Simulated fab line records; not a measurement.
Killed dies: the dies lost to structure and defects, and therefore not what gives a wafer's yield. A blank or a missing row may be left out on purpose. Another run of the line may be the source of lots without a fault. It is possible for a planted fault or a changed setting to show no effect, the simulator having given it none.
2 desks, one fault    flow berkeleyCmos170    only its own numbers are on each desk; what lay behind them is given at the end

## THE METROLOGY DESK
Lot by lot, what the gauges showed, no matter which tool ran the lot: averages of those sampled wafers that carry a number. Any lot whose mean is over 4 standard deviations away from the usual mean is out of limits and marked OUT; that distance is given in the brackets.
Columns: A = cdNm at UCB170_CONTACT_CD_MEAS_90, usual 699.4 nm
lot   first seen here  A
L130  day 6 03:29      695.5
L131  day 7 05:43      701.6
L132  day 7 15:34      701.2
L135  day 7 15:49      701.4
L134  day 8 08:28      698.4
L137  day 8 18:19      698.2
L138  day 8 18:34      698.8
L142  day 9 09:26      699.4
L141  day 10 01:57     701.0
L144  day 10 02:05     698.2
L145  day 10 02:59     699.1
L146  day 10 16:09     697.8
L149  day 11 04:41     700.6
L152  day 11 18:44     701.4
Result from this desk: across the 14 lots, nothing is out of limits.

## AT THE TOOL OWNER'S DESK: lithoTrack-01
The tool's own readings at UCB170_V1_COAT_07 (resist thk 900 nm): means of the sampled wafers that have a number, for each lot that ran on this tool. Any lot whose mean is over 4 standard deviations away from the usual mean is out of limits and marked OUT; that distance is given in the brackets.
Columns: A = chillPlateTempC at UCB170_V1_COAT_07, usual 23.00 C; B = dispensePressureKPa at UCB170_V1_COAT_07, usual 53 kPa; C = spinSpeedRpm at UCB170_V1_COAT_07, usual 1500.0 rpm
lot   first seen here  A      B   C
L142  day 9 16:57      22.93  56  1499.2
L144  day 10 09:14     23.05  56  1500.7
L146  day 10 23:23     23.07  56  1523.4 (+21) OUT
L149  day 11 12:54     22.92  56  1524.5 (+22) OUT
This desk finds L146, L149 out of limits, L146 being first, at day 10 23:23 (spinSpeedRpm at UCB170_V1_COAT_07). Within limits: L142, L144.

## TAKEN TOGETHER
The tool owner's desk had the chance to raise an alarm at day 10 23:23 on L146, L149.
The metrology desk saw nothing out of limits.
The metrology desk holds a record of L146, L149, inside its limits.
All the named lots went through UCB170_V1_COAT_07 on lithoTrack-01.

## WHAT WAS PUT IN BY THE SIMULATOR
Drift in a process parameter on lithoTrack-01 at UCB170_V1_COAT_07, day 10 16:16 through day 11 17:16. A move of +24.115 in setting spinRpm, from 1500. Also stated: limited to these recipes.
Shown lots that were struck: L146, L149.
Hours from the fault's start to each desk's first reading out of limits: the tool owner's desk, 7.
